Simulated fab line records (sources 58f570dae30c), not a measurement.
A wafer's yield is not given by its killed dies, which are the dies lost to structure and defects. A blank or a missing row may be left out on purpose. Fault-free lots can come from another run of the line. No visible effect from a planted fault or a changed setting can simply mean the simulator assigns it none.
Which tool was responsible? | flow berkeley-cmos170 | 7 lots with 21 wafers sampled at 3 steps, on a route of 331 steps

## WHAT THE GAUGES READ, wafer by wafer
UCB170_NVT_TW_MEAS_09.
lot  | measured     | on            | NVT_TW
L401 | day 6 10:29  | film-metro-03 | 527 529 526
L404 | day 7 08:48  | film-metro-04 | 527 527 530
L406 | day 7 09:19  | film-metro-03 | 525 525 526
L409 | day 8 04:40  | film-metro-02 | 573 572 573
L417 | day 10 08:41 | film-metro-03 | 527 528 526
L420 | day 10 14:47 | film-metro-03 | 528 524 525
L424 | day 11 05:31 | film-metro-02 | 516 517 515

## EACH LOT AND THE TOOL THAT RAN IT (in order: tool; ch and the chambers of the sampled wafers; start)
lot  | UCB170_ACTIVE_STRIP_16              | UCB170_NVT_IMPLANT_07
L401 | plasma-asher-02 ch 0,1, day 5 01:40 | implanter-04 ch 0, day 6 10:16
L404 | plasma-asher-02 ch 0,1, day 5 21:13 | implanter-02 ch 0, day 7 08:33
L406 | plasma-asher-03 ch 0,1, day 5 21:56 | implanter-02 ch 0, day 7 09:04
L409 | plasma-asher-02 ch 0,1, day 6 13:16 | implanter-02 ch 0, day 8 04:26
L417 | plasma-asher-01 ch 0, day 8 09:43   | implanter-03 ch 0, day 10 08:26
L420 | plasma-asher-01 ch 0,1, day 8 23:14 | implanter-03 ch 0, day 10 14:32
L424 | plasma-asher-03 ch 0,1, day 9 18:19 | implanter-03 ch 0, day 11 05:16
- UCB170_ACTIVE_STRIP_16: strips in O2.
- UCB170_NVT_IMPLANT_07

## THE ANSWER, worked out from the rows above alone
Rule: usual is defined by the lots themselves. Put in order of their means at a reading, lots are off if they are a third of the lots or fewer, leave a main group of 4 or more, and stand apart from it by a gap of 3 or more times the standard deviation of the main group's means; of several such gaps the widest counts. If all means in a main group match to the digits the tables above print for the reading, that group is not used. A lot without any number at a reading at which 4 lots or more have one is off too. The other lots that the step has rows for count as sound.
Off: L409, at UCB170_NVT_TW_MEAS_09 (NVT_TW). Mean 525 and standard deviation 4.1 in the main group.
If a tool, at a process step before that reading, ran all the lots that are off and no sound lot after the first of them, it fits. The gauges at UCB170_NVT_TW_MEAS_09 are tried like those tools. Can't be told from this: 2 tools fit, plasma-asher-02 at UCB170_ACTIVE_STRIP_16, implanter-02 at UCB170_NVT_IMPLANT_07.

## WHAT HAD BEEN PUT IN BY THE SIMULATOR
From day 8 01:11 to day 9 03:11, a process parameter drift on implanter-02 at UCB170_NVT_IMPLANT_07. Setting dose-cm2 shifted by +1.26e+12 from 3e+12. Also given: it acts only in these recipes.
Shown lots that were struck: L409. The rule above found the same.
